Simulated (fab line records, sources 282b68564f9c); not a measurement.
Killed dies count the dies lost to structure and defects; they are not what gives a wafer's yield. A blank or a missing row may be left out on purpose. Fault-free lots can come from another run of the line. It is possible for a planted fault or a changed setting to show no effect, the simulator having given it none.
Comparing a struck lot with a sound one || flow rit_cmos || 43 steps out of a route of 202
Sound: these wafers, L915.1, L915.2, L915.5. Wafers L923.1, L923.2, L923.4 were the ones struck. The cause is given at the end.
Each step with rows lists, per side, the tool, then ch with its chambers, then its first start. Under that, the readings that differ: sound wafers || struck wafers || difference of the means || sigmas: that difference in standard deviations of wafers without a fault.
alike: readings whose means differ by less than 2 such deviations, and words and numbers that are the same on both sides. not compared: withheld readings, readings that some wafer has no value for, bounds like >300 that may hide the same value, and numbers for which the record gives no deviation and whose values overlap.
A row with sigmas, a row that says differs or no value, or rows on one side alone: a step with any of these is where the two part. Non-overlapping numbers with no deviation appear without sigmas and do not part them. Lack of a reading on every wafer of one side parts them only where that side has two or more wafers.

first, 1 step without rows for these wafers: RIT_SDANNEAL_CLEAN_02 (cleans in SC2, time 600 s).
RIT_SDANNEAL_RTA_03: time 5 s.
  sound on rtp_anneal-02 ch 0, day 4 02:49; struck on rtp_anneal-02 ch 0, day 5 14:11
  alike: wafer_temp_C_max
RIT_SDANNEAL_RS_MEAS_04: uses a four-point probe to measure.
  struck on film_metro-03, day 5 14:15; sound on film_metro-03, day 4 02:56
  alike: PSD_RS
RIT_SDANNEAL_RS_MEAS_05: uses a four-point probe to measure.
  struck on film_metro-03, day 5 14:22; sound on film_metro-03, day 4 03:03
  alike: NSD_RS
RIT_SDANNEAL_RS_MEAS_06: uses a four-point probe to measure.
  struck on film_metro-03, day 5 14:29; sound on film_metro-03, day 4 03:10
{"reading": "PLDD_RS (ohm/sq)", "sound": "179.0 179.2 179.7", "struck": "177.8 178.5 177.7", "difference": -1.3, "sigmas": -2}
RIT_SDANNEAL_RS_MEAS_07: uses a four-point probe to measure.
  struck on film_metro-03, day 5 14:37; sound on film_metro-03, day 4 03:17
  alike: NLDD_RS
then, 2 steps without rows for these wafers: RIT_SILICIDE_WET_ETCH_00 (etches SiO2 in BOE, target depth 14 nm, time 15 s); RIT_SILICIDE_SPUTTER_01 (material Ti, target thk 30 nm, time 240 s).
RIT_SILICIDE_RS_MEAS_02: uses a four-point probe to measure.
  struck on film_metro-01, day 5 14:53; sound on film_metro-01, day 4 03:34
  alike: SILICIDE_TI_RS
RIT_SILICIDE_THK_MEAS_03: measures by xrf.
  struck on film_metro-01, day 5 15:01; sound on film_metro-01, day 4 03:41
  alike: SILICIDE_TI_THK
RIT_SILICIDE_RTA_04: time 10 s, ramp up 5 s, ramp down 5 s.
  sound on rtp_anneal-01 ch 0, day 4 03:45; struck on rtp_anneal-01 ch 0, day 5 15:04
  alike: wafer_temp_C_max
then, 1 step without rows for these wafers: RIT_SILICIDE_WET_ETCH_05 (etches Ti in SPM, time 120 s).
RIT_SILICIDE_RTA_06: time 10 s, ramp up 5 s, ramp down 10 s.
  sound on rtp_anneal-02 ch 0, day 4 03:54; struck on rtp_anneal-02 ch 0, day 5 15:11
  alike: wafer_temp_C_max
RIT_CONTACT_CVD_00: deposits SiO2 from TEOS, target thk 400 nm, time 61 s.
  sound on pecvd-03 ch 1,2, day 4 04:02; struck on pecvd-02 ch 0,1, day 5 15:15
  alike: heater_power_w
RIT_CONTACT_THK_MEAS_01:
  struck on film_metro-03, day 5 15:18; sound on film_metro-04, day 4 04:05
  alike: CONTACT_TEOS_THK
then, 6 steps without rows for these wafers: RIT_CONTACT_HMDS_02 (prime time 60 s); RIT_CONTACT_COAT_03 (resist thk 1000 nm); RIT_CONTACT_SOFTBAKE_04 (time 60 s); RIT_CONTACT_EXPOSE_05 (exposes mask M11, target cd 1000 nm); RIT_CONTACT_PEB_06; RIT_CONTACT_DEVELOP_07 (develop time 120 s).
RIT_CONTACT_CD_MEAS_08: target cd 1000 nm.
  struck on cd_sem-01, day 5 16:30; sound on cd_sem-01, day 4 05:13
  alike: cd_nm
RIT_CONTACT_OVL_MEAS_09:
  struck on overlay-02, day 5 16:37; sound on overlay-02, day 4 05:20
  alike: CONTACT_OVL
then, 1 step without rows for these wafers: RIT_CONTACT_HARDBAKE_10 (time 60 s).
RIT_CONTACT_ETCH_11: etches SiO2 in CHF3/CF4/Ar, stops on TiSi2, target depth 480 nm, time 320 s.
  sound on rie_diel-01 ch 0,1,3, day 4 05:31; struck on rie_diel-02 ch 0,1,3, day 5 16:49
  alike: drypump_motor_current_A, oes_product_au, throttle_valve_pct
  not compared: rf_hours_counter_h
RIT_CONTACT_STRIP_12: strips in O2, time 180 s.
  sound on plasma_asher-01 ch 0,1, day 4 05:43; struck on plasma_asher-03 ch 0,1, day 5 17:00
  alike: drypump_motor_current_A
  not compared: rf_hours_counter_h
RIT_CONTACT_CD_MEAS_90: target cd 1000 nm.
  struck on cd_sem-02, day 5 17:11; sound on cd_sem-02, day 4 05:53
  alike: cd_nm
then, 3 steps without rows for these wafers: RIT_CONTACT_CLEAN_13 (cleans in SC1, time 600 s); RIT_CONTACT_CLEAN_14 (cleans in SC2, time 600 s); RIT_M1_SPUTTER_00 (material Al, target thk 400 nm, time 500 s).
RIT_M1_RS_MEAS_01: uses a four-point probe to measure.
  struck on film_metro-02, day 5 17:56; sound on film_metro-02, day 4 06:39
  alike: M1_AL_RS
RIT_M1_THK_MEAS_02: measures by xrf.
  struck on film_metro-02, day 5 18:04; sound on film_metro-02, day 4 06:46
  alike: M1_AL_THK
then, 6 steps without rows for these wafers: RIT_M1_HMDS_03 (prime time 60 s); RIT_M1_COAT_04 (resist thk 1300 nm); RIT_M1_SOFTBAKE_05 (time 60 s); RIT_M1_EXPOSE_06 (exposes mask M12, target cd 2600 nm); RIT_M1_PEB_07; RIT_M1_DEVELOP_08 (develop time 68 s).
RIT_M1_CD_MEAS_09: target cd 2600 nm.
  struck on cd_sem-01, day 5 19:08; sound on cd_sem-01, day 4 07:43
  alike: cd_nm
RIT_M1_OVL_MEAS_10:
  struck on overlay-01, day 5 19:15; sound on overlay-01, day 4 07:50
  alike: M1_OVL
then, 2 steps without rows for these wafers: RIT_M1_HARDBAKE_11 (time 120 s); RIT_M1_METAL_ETCH_12 (etches Al in Cl2/BCl3, stops on SiO2, time 165 s, target depth 600 nm).
RIT_M1_PROBE_99:
  struck on prober-02, day 5 21:53; sound on prober-02, day 4 10:22
{"reading": "model.etest.ppoly_sal.rs_ohm_sq", "sound": "4.316 4.301 4.297", "struck": "4.214 4.294 4.245", "difference": -0.054, "sigmas": ""}
  alike: killed_at_contacts, killed_at_front_end, killed_dies, killed_open, killed_short
  not compared: model.etest.npoly_sal.rs_ohm_sq, model.etest.nplus_sal.rs_ohm_sq, model.etest.pplus_sal.rs_ohm_sq

## WHERE THEY PART
At RIT_SDANNEAL_RS_MEAS_06 and nowhere else, as far as this record goes. Later steps at which nothing parts them and some readings are alike: RIT_SDANNEAL_RS_MEAS_07, RIT_SILICIDE_RS_MEAS_02, RIT_SILICIDE_THK_MEAS_03, RIT_SILICIDE_RTA_04, RIT_SILICIDE_RTA_06, RIT_CONTACT_CVD_00, RIT_CONTACT_THK_MEAS_01, RIT_CONTACT_CD_MEAS_08, RIT_CONTACT_OVL_MEAS_09, RIT_CONTACT_ETCH_11, RIT_CONTACT_STRIP_12, RIT_CONTACT_CD_MEAS_90, RIT_M1_RS_MEAS_01, RIT_M1_THK_MEAS_02, RIT_M1_CD_MEAS_09, RIT_M1_OVL_MEAS_10, RIT_M1_PROBE_99.

WHY: what the simulator had put in
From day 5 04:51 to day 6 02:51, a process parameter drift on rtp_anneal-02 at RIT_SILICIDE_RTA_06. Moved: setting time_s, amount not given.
